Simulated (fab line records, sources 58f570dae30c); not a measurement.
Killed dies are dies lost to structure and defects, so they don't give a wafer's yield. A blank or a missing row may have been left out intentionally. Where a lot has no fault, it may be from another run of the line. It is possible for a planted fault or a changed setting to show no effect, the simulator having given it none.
Which of the tools did it? | flow berkeleyCmos170 | 18 wafers from 6 lots sampled at 3 of the route's 331 steps

## WHAT THE GAUGES READ, wafer by wafer
UCB170_NSD_TW_MEAS_10.
lot  | measured     | on           | NSD_TW
L193 | day 7 04:00  | filmMetro-03 | 4218 4219 4218
L194 | day 7 04:43  | filmMetro-01 | 4136 4137 4126
L199 | day 8 13:25  | filmMetro-01 | 4127 4128 4140
L200 | day 8 17:58  | filmMetro-03 | 30 30 30
L209 | day 10 21:15 | filmMetro-01 | 4141 4107 4124
L211 | day 11 06:05 | filmMetro-03 | 4213 4189 4206

## WHAT TOOL EACH LOT RAN ON (gives the tool, then ch and the chambers of the sampled wafers, and finally the start)
lot  | UCB170_PSD_STRIP_09                 | UCB170_NSD_STRIP_09
L193 | plasmaAsher-04 ch 0,1, day 7 02:15  | plasmaAsher-01 ch 0,1, day 7 03:55
L194 | plasmaAsher-03 ch 0,1, day 7 02:55  | plasmaAsher-01 ch 0,1, day 7 04:36
L199 | plasmaAsher-04 ch 0,1, day 8 11:26  | plasmaAsher-03 ch 0,1, day 8 13:19
L200 | plasmaAsher-03 ch 0,1, day 8 16:01  | plasmaAsher-03 ch 0,1, day 8 17:52
L209 | plasmaAsher-04 ch 0,1, day 10 19:21 | plasmaAsher-03 ch 0,1, day 10 21:08
L211 | plasmaAsher-04 ch 0,1, day 11 01:14 | plasmaAsher-02 ch 0,1, day 11 05:58
- UCB170_PSD_STRIP_09: strips in O2.
- UCB170_NSD_STRIP_09: strips in O2.

## THE ANSWER, worked out from the rows above alone
Rule: usual is defined by the lots themselves. Put in order of their means at a reading, lots are off if they are a third of the lots or fewer, leave a main group of 4 or more, and stand apart from it by a gap of 3 or more times the standard deviation of the main group's means; of several such gaps the widest counts. A main group is skipped when, at the precision printed for the reading in the tables above, its means are all equal. Also off: a lot with no number at a reading for which 4 or more lots have one. All remaining lots with rows at the step are treated as sound.
Off: L200, at UCB170_NSD_TW_MEAS_10 (NSD_TW). The main group: mean 4162, standard deviation 40.
A tool fits if, at a process step before that reading, it ran every lot that is off, and no sound lot after the first of them. Those tools and the gauges at UCB170_NSD_TW_MEAS_10 are tried in the same way. One candidate fits, namely plasmaAsher-03 at UCB170_PSD_STRIP_09. A fault onset in the window from L194 (day 7 02:55, its last sound lot) to L200 (day 8 16:01, its first lot off) fits.

## WHAT THE SIMULATOR HAD INSERTED
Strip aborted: plasmaAsher-03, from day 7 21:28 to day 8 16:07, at UCB170_PSD_STRIP_09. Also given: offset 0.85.
Struck lots among those shown: L200. The rule above reached the same finding.
